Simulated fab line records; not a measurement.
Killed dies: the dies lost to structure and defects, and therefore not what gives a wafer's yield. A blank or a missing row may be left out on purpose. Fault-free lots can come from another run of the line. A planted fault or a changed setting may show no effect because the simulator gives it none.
Which tool did it? / flow ritCmos / 14 lots with 42 wafers sampled at 2 steps, on a route of 202 steps

## WHAT THE GAUGES SHOWED, per wafer
RIT_NSD_TW_MEAS_10.
lot=L492; measured=day 2 23:32; on=filmMetro-03; NSD_TW=3167 3187 3182
lot=L493; measured=day 3 05:20; on=filmMetro-04; NSD_TW=3142 3126 3131
lot=L494; measured=day 3 09:08; on=filmMetro-03; NSD_TW=3203 3188 3186
lot=L495; measured=day 3 14:24; on=filmMetro-04; NSD_TW=3160 3150 3151
lot=L496; measured=day 3 18:38; on=filmMetro-04; NSD_TW=3141 3144 3133
lot=L497; measured=day 4 00:59; on=filmMetro-03; NSD_TW=3162 3149 3164
lot=L498; measured=day 4 06:40; on=filmMetro-02; NSD_TW=30 30 30 30 30 30
lot=L500; measured=day 4 15:04; on=filmMetro-03; NSD_TW=3157 3143 3139
lot=L502; measured=day 5 02:14; on=filmMetro-02; NSD_TW=30 30 30 30 30 30
lot=L508; measured=day 6 07:53; on=filmMetro-02; NSD_TW=3140 3130 3131
lot=L509; measured=day 6 13:53; on=filmMetro-04; NSD_TW=3169 3166 3149
lot=L510; measured=day 6 18:04; on=filmMetro-04; NSD_TW=3156 3151 3158
lot=L512; measured=day 7 03:17; on=filmMetro-04; NSD_TW=3148 3159 3146
lot=L513; measured=day 7 08:59; on=filmMetro-03; NSD_TW=3186 3175 3183

## WHAT TOOL EACH LOT RAN ON (gives the tool, then ch and the chambers of the sampled wafers, and finally the start)
lot=L492; RIT_NSD_DEVELOP_05=lithoTrack-02 ch 0, day 2 22:00
lot=L493; RIT_NSD_DEVELOP_05=lithoTrack-01 ch 0, day 3 04:00
lot=L494; RIT_NSD_DEVELOP_05=lithoTrack-03 ch 0, day 3 08:00
lot=L495; RIT_NSD_DEVELOP_05=lithoTrack-01 ch 0, day 3 13:00
lot=L496; RIT_NSD_DEVELOP_05=lithoTrack-01 ch 0, day 3 18:00
lot=L497; RIT_NSD_DEVELOP_05=lithoTrack-03 ch 0, day 4 00:00
lot=L498; RIT_NSD_DEVELOP_05=lithoTrack-01 ch 0, day 4 06:00
lot=L500; RIT_NSD_DEVELOP_05=lithoTrack-03 ch 0, day 4 14:00
lot=L502; RIT_NSD_DEVELOP_05=lithoTrack-01 ch 0, day 5 01:00
lot=L508; RIT_NSD_DEVELOP_05=lithoTrack-03 ch 0, day 6 07:00
lot=L509; RIT_NSD_DEVELOP_05=lithoTrack-03 ch 0, day 6 13:00
lot=L510; RIT_NSD_DEVELOP_05=lithoTrack-02 ch 0, day 6 17:00
lot=L512; RIT_NSD_DEVELOP_05=lithoTrack-03 ch 0, day 7 02:00
lot=L513; RIT_NSD_DEVELOP_05=lithoTrack-03 ch 0, day 7 08:00
- RIT_NSD_DEVELOP_05: develop time 50 s.

## WHAT THE TOOLS THEMSELVES READ (means of the sampled wafers that have a number; where no wafer has one, the mark that the record gives instead)
The record holds no such reading with a usual standard deviation.

## THE ANSWER, worked out from the rows above alone
Rule: usual is defined by the lots themselves. Put in order of their means at a reading, lots are off if they are a third of the lots or fewer, leave a main group of 4 or more, and stand apart from it by a gap of 3 or more times the standard deviation of the main group's means; of several such gaps the widest counts. A main group whose means are all the same, to the digits that the tables above print for the reading, isn't used. Also off: a lot with no number at a reading for which 4 or more lots have one. Where the step has rows for the other lots, those lots are counted as sound. The gauges are gone through in route order, then the tools' own readings, and for those a lot's mean is taken as printed above. The first step at which some lot is off is used, and at that step the reading that is off furthest; a lot without a number counts as furthest.
Off: L498, L502, at RIT_NSD_TW_MEAS_10 (NSD_TW). The main group: mean 3157, standard deviation 18.
If a tool, at a process step before that reading, ran all the lots that are off and no sound lot after the first of them, it fits. Those tools and the gauges at RIT_NSD_TW_MEAS_10 are tried in the same way. One fits: RIT_NSD_DEVELOP_05 on lithoTrack-01. Its last sound lot is L496 (day 3 18:00), its first lot that is off L498 (day 4 06:00): a fault that began between those two fits.

## WHAT WAS PUT IN BY THE SIMULATOR
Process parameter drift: lithoTrack-01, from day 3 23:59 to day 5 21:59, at RIT_NSD_DEVELOP_05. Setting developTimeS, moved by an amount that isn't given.
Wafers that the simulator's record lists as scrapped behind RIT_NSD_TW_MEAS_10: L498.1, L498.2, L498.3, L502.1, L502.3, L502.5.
Lots struck among those shown: L498, L502. This agrees with what the rule above found.
